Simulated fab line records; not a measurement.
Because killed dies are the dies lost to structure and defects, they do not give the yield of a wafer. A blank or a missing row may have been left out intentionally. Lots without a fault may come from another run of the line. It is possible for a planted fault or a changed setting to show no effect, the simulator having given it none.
Which tool is to blame? ; flow berkeleyCmos170 ; Sampling: 15 lots, 45 wafers, 4 of 331 route steps

## WHAT THE GAUGES READ, wafer by wafer
UCB170_SDANNEAL_RS_MEAS_03: uses a four-point probe to measure.
lot;measured;on;NSD_RS (ohm/sq)
L389;day 6 11:30;filmMetro-01;37.27 37.31 37.32
L391;day 7 02:17;filmMetro-03;37.33 37.40 37.45
L392;day 7 11:49;filmMetro-03;37.31 37.30 37.20
L393;day 7 11:56;filmMetro-01;37.33 37.27 37.36
L394;day 7 11:47;filmMetro-02;37.20 37.28 37.32
L397;day 8 04:11;filmMetro-03;37.44 37.38 37.29
L402;day 9 13:49;filmMetro-03;37.30 37.31 37.43
L403;day 9 14:14;filmMetro-01;37.34 37.41 37.42
L404;day 9 13:59;filmMetro-02;37.23 37.38 37.36
L405;day 10 04:32;filmMetro-02;37.26 37.35 37.26
L408;day 10 09:29;filmMetro-01;37.21 37.27 37.25
L407;day 10 10:07;filmMetro-02;37.10 37.19 37.08
L412;day 10 20:28;filmMetro-03;37.25 37.35 37.33
L410;day 10 20:04;filmMetro-02;37.33 37.27 37.33
L411;day 10 20:37;filmMetro-02;37.29 37.26 37.40

## WHAT TOOL EACH LOT RAN ON (gives the tool, then ch and the chambers of the sampled wafers, and finally the start)
lot;UCB170_GATE_ETCH_15;UCB170_NSD_EXPOSE_03;UCB170_BACKSIDE_STRIP_03
L389;rieSi-01 ch 1,2, day 5 21:25;krfScanner-01 ch 0, day 6 09:16;plasmaAsher-01 ch 1, day 6 10:51
L391;rieSi-02 ch 0,1,2, day 6 11:05;krfScanner-01 ch 0, day 6 23:54;plasmaAsher-04 ch 0,1, day 7 01:45
L392;rieSi-02 ch 0,2,3, day 6 20:36;krfScanner-01 ch 0, day 7 07:36;plasmaAsher-03 ch 0,1, day 7 10:06
L393;rieSi-01 ch 1,2,3, day 6 22:19;krfScanner-01 ch 0, day 7 08:03;plasmaAsher-04 ch 0,1, day 7 10:51
L394;rieSi-02 ch 0,1, day 6 22:26;krfScanner-01 ch 0, day 7 07:10;plasmaAsher-04 ch 0,1, day 7 09:41
L397;rieSi-01 ch 2,3, day 7 14:19;krfScanner-01 ch 0, day 8 02:11;plasmaAsher-03 ch 0,1, day 8 03:40
L402;rieSi-02 ch 0,1,3, day 8 23:29;krfScanner-01, day 9 11:27;plasmaAsher-01 ch 0,1, day 9 13:17
L403;rieSi-01 ch 0,2, day 8 23:46;krfScanner-01, day 9 11:58;plasmaAsher-03 ch 0,1, day 9 13:43
L404;rieSi-02 ch 0,1,3, day 8 23:53;krfScanner-02, day 9 11:45;plasmaAsher-04 ch 0,1, day 9 13:20
L405;rieSi-01 ch 2,3, day 9 13:41;krfScanner-02 ch 0, day 10 02:16;plasmaAsher-03 ch 0,1, day 10 03:49
L408;rieSi-01 ch 0,2,3, day 9 22:07;krfScanner-01 ch 0, day 10 07:04;plasmaAsher-04 ch 0, day 10 08:57
L407;rieSi-02 ch 0,1,2, day 9 22:19;krfScanner-02 ch 0, day 10 07:40;plasmaAsher-04 ch 0,1, day 10 09:35
L412;rieSi-01 ch 0,1,3, day 10 06:04;krfScanner-01 ch 0, day 10 18:12;plasmaAsher-01 ch 0,1, day 10 19:53
L410;rieSi-02 ch 1,2,3, day 10 06:20;krfScanner-01 ch 0, day 10 17:29;plasmaAsher-01 ch 0,1, day 10 19:26
L411;rieSi-02 ch 0,1, day 10 06:35;krfScanner-02 ch 0, day 10 17:53;plasmaAsher-03 ch 0,1, day 10 19:49
- UCB170_GATE_ETCH_15: etches poly-Si in HBr/Cl2, stops on SiO2, time 56.3 s, target depth 278.2 nm.
- UCB170_NSD_EXPOSE_03: exposes mask NSELECT MOD, target cd 1200 nm.
- UCB170_BACKSIDE_STRIP_03: strips in O2.

## WHAT THE TOOLS THEMSELVES READ (means of the sampled wafers that have a number; where no wafer has one, the mark that the record gives instead)
UCB170_GATE_ETCH_15.
lot;tool;drypumpMotorCurrentA (A);oesProductAu (a.u.);throttleValvePct (%)
L389;rieSi-01;5.9;0.841;26.48
L391;rieSi-02;5.9;0.832;26.52
L392;rieSi-02;6.0;0.829;26.44
L393;rieSi-01;6.1;0.841;26.51
L394;rieSi-02;5.8;0.840;26.57
L397;rieSi-01;6.2;0.849;26.61
L402;rieSi-02;6.0;0.830;26.50
L403;rieSi-01;5.7;0.846;26.48
L404;rieSi-02;6.0;0.829;26.48
L405;rieSi-01;6.2;0.847;26.61
L408;rieSi-01;5.9;0.836;26.53
L407;rieSi-02;5.9;0.836;26.52
L412;rieSi-01;5.8;0.818;26.44
L410;rieSi-02;6.0;0.845;26.41
L411;rieSi-02;5.8;0.832;26.56

UCB170_NSD_EXPOSE_03.
lot;tool;exposureDoseMJCm2;focusOffsetNm (nm);reticleTempC (C)
L389;krfScanner-01;30.147;-0.7;23.11
L391;krfScanner-01;30.106;-0.4;23.02
L392;krfScanner-01;30.091;-0.6;22.96
L393;krfScanner-01;30.116;-0.4;22.95
L394;krfScanner-01;30.100;-0.1;22.91
L397;krfScanner-01;30.132;-0.3;22.82
L402;krfScanner-01;-;-;-
L403;krfScanner-01;-;-;-
L404;krfScanner-02;-;-;-
L405;krfScanner-02;30.095;-0.8;23.05
L408;krfScanner-01;30.082;-0.3;23.12
L407;krfScanner-02;30.064;0.1;22.86
L412;krfScanner-01;30.095;0.5;22.96
L410;krfScanner-01;30.111;0.3;22.96
L411;krfScanner-02;30.114;-0.1;23.05

UCB170_BACKSIDE_STRIP_03.
lot;tool;drypumpMotorCurrentA (A);o2FlowSccm (sccm);oesProductAu (a.u.);stripTimeToEndpointS (s)
L389;plasmaAsher-01;5.2;398.2;0.731;22.06
L391;plasmaAsher-04;6.0;401.4;0.738;21.91
L392;plasmaAsher-03;5.9;398.5;0.735;21.98
L393;plasmaAsher-04;5.9;400.2;0.730;22.00
L394;plasmaAsher-04;6.0;399.9;0.735;21.96
L397;plasmaAsher-03;5.5;400.1;0.730;22.05
L402;plasmaAsher-01;5.2;400.2;0.737;22.00
L403;plasmaAsher-03;5.5;400.4;0.732;21.98
L404;plasmaAsher-04;5.9;400.9;0.731;22.03
L405;plasmaAsher-03;5.5;401.0;0.738;21.95
L408;plasmaAsher-04;5.8;400.3;0.736;21.93
L407;plasmaAsher-04;5.9;399.1;0.735;21.97
L412;plasmaAsher-01;5.3;401.4;0.734;21.98
L410;plasmaAsher-01;5.2;401.6;0.736;21.94
L411;plasmaAsher-03;5.5;399.0;0.734;21.92

## THE ANSWER, worked out from the rows above alone
Rule: usual is defined by the lots themselves. The widest of any qualifying gaps counts: lots, ordered by their means at a reading, are off when they make up no more than a third of the lots, leave a main group of 4 or more, and stand apart from it by 3 or more times the standard deviation of that group's means. If all means in a main group match to the digits the tables above print for the reading, that group is not used. A lot without any number at a reading at which 4 lots or more have one is off too. All remaining lots with rows at the step are treated as sound. Order of review: gauges by route order, followed by the tools' own readings, for which a lot's mean as printed above is used. At the first step where some lot is off, the reading lying furthest off is the one used; lots without a number count as furthest.
Off, at UCB170_NSD_EXPOSE_03 on exposureDoseMJCm2: L402, L403, L404. Without a number there: L402, L403, L404. Main group: mean 30.104, sd 0.021.
A tool fits if, at that step or a process step before it, it ran every lot that is off, and no sound lot after the first of them. Of those tried, none fits.

## WHAT HAD BEEN PUT IN BY THE SIMULATOR
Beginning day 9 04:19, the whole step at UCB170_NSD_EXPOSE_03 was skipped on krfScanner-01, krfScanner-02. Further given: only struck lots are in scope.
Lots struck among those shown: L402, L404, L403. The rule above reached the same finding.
